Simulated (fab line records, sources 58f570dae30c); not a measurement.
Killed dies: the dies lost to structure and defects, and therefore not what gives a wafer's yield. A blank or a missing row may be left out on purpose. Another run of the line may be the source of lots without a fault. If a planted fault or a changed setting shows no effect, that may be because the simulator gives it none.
The tool behind it: which one? ; flow berkeley cmos170 ; Sampling: 15 lots, 45 wafers, 4 of 331 route steps

## WHAT THE GAUGES SHOWED, per wafer
UCB170_PSD_CD_MEAS_06 targets a cd of 1200 nm. Usual: cd nm reads 1199.5 nm (standard deviation 1.5).
lot;measured;on;cd nm (nm);flag
L257;day 7 22:14;cd sem-01;1197.3 1198.9 1198.3;
L255;day 7 22:18;cd sem-02;1199.2 1200.2 1197.9;
L258;day 7 22:33;cd sem-02;1200.9 1199.4 1200.2;
L261;day 9 17:28;cd sem-01;1197.4 1198.1 1199.3;
L262;day 9 17:21;cd sem-01;1203.1 1202.5 1203.6;
L269;day 11 00:31;cd sem-02;- - -;OFF
L267;day 11 00:50;cd sem-01;- - -;OFF
L270;day 11 16:53;cd sem-01;- - -;OFF
L271;day 11 16:59;cd sem-02;1200.2 1201.8 1200.7;
L272;day 11 21:16;cd sem-01;1199.9 1199.2 1198.1;
L273;day 11 21:44;cd sem-02;1198.0 1198.6 1198.5;
L274;day 12 10:52;cd sem-01;1195.9 1197.2 1194.9;
L277;day 12 14:56;cd sem-02;1200.0 1199.5 1200.8;
L278;day 12 14:41;cd sem-02;1201.3 1201.1 1200.4;
L275;day 12 14:59;cd sem-01;1198.4 1199.9 1200.1;

UCB170_SDANNEAL_RS_MEAS_02: measurement is done with a four-point probe. Usual: PSD_RS gives 75.5 ohm/sq (standard deviation 0.36).
lot;measured;on;PSD_RS (ohm/sq);flag
L257;day 8 03:31;film metro-01;75.8 75.5 75.4;
L255;day 8 04:11;film metro-01;75.7 75.5 75.7;
L258;day 8 04:25;film metro-03;75.4 75.4 75.4;
L261;day 9 20:57;film metro-02;76.1 76.1 76.3;
L262;day 9 20:40;film metro-03;75.3 75.6 75.5;
L269;day 11 07:06;film metro-02;75.5 75.2 75.4;
L267;day 11 07:22;film metro-01;76.3 76.0 76.2;
L270;day 11 20:10;film metro-02;75.2 74.7 75.3;
L271;day 11 20:29;film metro-01;75.3 75.9 75.6;
L272;day 12 01:07;film metro-01;75.1 75.0 75.2;
L273;day 12 02:44;film metro-02;75.7 75.9 75.6;
L274;day 12 16:17;film metro-02;75.7 75.5 75.3;
L277;day 12 19:28;film metro-02;76.0 75.9 75.6;
L278;day 12 19:44;film metro-03;75.9 75.7 75.8;
L275;day 12 19:17;film metro-01;75.0 74.9 75.1;

## WHICH TOOL RAN EACH LOT (tool, then ch and the chambers of the sampled wafers, then the start)
lot;UCB170_SPACER_ETCHBACK_03;UCB170_PSD_DEVELOP_05
L257;rie diel-02 ch 0,1,3, day 7 20:25;litho track-03 ch 0, day 7 22:00
L255;rie diel-01 ch 1,2,3, day 7 20:27;litho track-02 ch 0, day 7 22:00
L258;rie diel-04 ch 1,2,3, day 7 20:27;litho track-02 ch 0, day 7 22:00
L261;rie diel-02 ch 0,1,2, day 9 15:21;litho track-02 ch 0, day 9 17:00
L262;rie diel-04 ch 1,2,3, day 9 15:21;litho track-03 ch 0, day 9 17:00
L269;rie diel-01 ch 0,1, day 10 22:48;litho track-02, day 11 00:00
L267;rie diel-02 ch 1,2,3, day 10 22:51;litho track-02, day 11 00:00
L270;rie diel-04 ch 1,2,3, day 11 12:45;litho track-04, day 11 16:00
L271;rie diel-02 ch 0,2,3, day 11 12:45;litho track-03 ch 0, day 11 16:00
L272;rie diel-04 ch 0,2,3, day 11 20:19;litho track-02 ch 0, day 11 21:00
L273;rie diel-01 ch 1,2, day 11 20:19;litho track-04 ch 0, day 11 21:00
L274;rie diel-04 ch 1,2,3, day 12 08:17;litho track-02 ch 0, day 12 10:00
L277;rie diel-02 ch 2,3, day 12 12:17;litho track-02 ch 0, day 12 14:00
L278;rie diel-01 ch 1,3, day 12 12:17;litho track-04 ch 0, day 12 14:00
L275;rie diel-04 ch 0,1, day 12 12:21;litho track-04 ch 0, day 12 14:00
- UCB170_SPACER_ETCHBACK_03: etches SiO2 in CHF3/CF4/Ar, stops on Si, target depth 376 nm, time 100 s.
- UCB170_PSD_DEVELOP_05: develop time 45 s.

## AS READ BY THE TOOLS THEMSELVES (means over the sampled wafers that have a number; for cases with no such wafer, the mark the record gives instead)
UCB170_SPACER_ETCHBACK_03. Usual: chamber pressure mTorr 199.98 mTorr, standard deviation 0.18; drypump motor current A 5.5 A, standard deviation 0.45; oes product au 0.908 a.u., standard deviation 0.012; throttle valve pct 6.48 %, standard deviation 0.07.
lot;tool;chamber pressure mTorr (mTorr);drypump motor current A (A);oes product au (a.u.);throttle valve pct (%);flag
L257;rie diel-02;200.03;5.6;0.906;6.51;
L255;rie diel-01;199.95;5.6;0.910;6.48;
L258;rie diel-04;199.92;5.2;0.906;6.46;
L261;rie diel-02;200.01;5.7;0.898;6.52;
L262;rie diel-04;199.94;5.2;0.911;6.46;
L269;rie diel-01;199.94;5.2;0.911;6.43;
L267;rie diel-02;200.11;5.6;0.898;6.54;
L270;rie diel-04;199.97;5.2;0.912;6.47;
L271;rie diel-02;199.93;5.7;0.902;6.57;
L272;rie diel-04;200.04;5.6;0.914;6.48;
L273;rie diel-01;199.97;5.4;0.896;6.42;
L274;rie diel-04;200.01;5.2;0.908;6.46;
L277;rie diel-02;200.03;5.7;0.893;6.59;
L278;rie diel-01;200.06;5.5;0.909;6.52;
L275;rie diel-04;199.86;5.7;0.909;6.41;

UCB170_PSD_DEVELOP_05. Usual: chill plate temp C reads 23.00 C (standard deviation 0.09).
lot;tool;chill plate temp C (C);flag
L257;litho track-03;23.02;
L255;litho track-02;23.01;
L258;litho track-02;22.90;
L261;litho track-02;22.95;
L262;litho track-03;22.93;
L269;litho track-02;-;OFF
L267;litho track-02;-;OFF
L270;litho track-04;-;OFF
L271;litho track-03;23.02;
L272;litho track-02;22.98;
L273;litho track-04;22.97;
L274;litho track-02;23.00;
L277;litho track-02;23.04;
L278;litho track-04;22.99;
L275;litho track-04;23.06;

## THE ANSWER, worked out from the rows above alone
Rule: lot off if the mean of its wafers having a number is beyond 3 standard deviations from the usual mean. Also off: a lot with no number at a reading for which 4 or more lots have one. Any other lot the step has rows for is counted as sound. The gauges are gone through in route order, then the tools' own readings, and for those a lot's mean is taken as printed above. The first step at which some lot is off is used, and at that step the reading that is off furthest; a lot without a number counts as furthest.
Off: L269, L267, L270, at UCB170_PSD_CD_MEAS_06 (cd nm). Without a number there: L269, L267, L270.
If a tool, at a process step before that reading, ran all the lots that are off and no sound lot after the first of them, it fits. The gauges at UCB170_PSD_CD_MEAS_06 aren't tried: what is off there is off at UCB170_PSD_DEVELOP_05 too, on other tools, and a gauge's error can't cause that. No candidate that was tried fits.

## WHAT HAD BEEN PUT IN BY THE SIMULATOR
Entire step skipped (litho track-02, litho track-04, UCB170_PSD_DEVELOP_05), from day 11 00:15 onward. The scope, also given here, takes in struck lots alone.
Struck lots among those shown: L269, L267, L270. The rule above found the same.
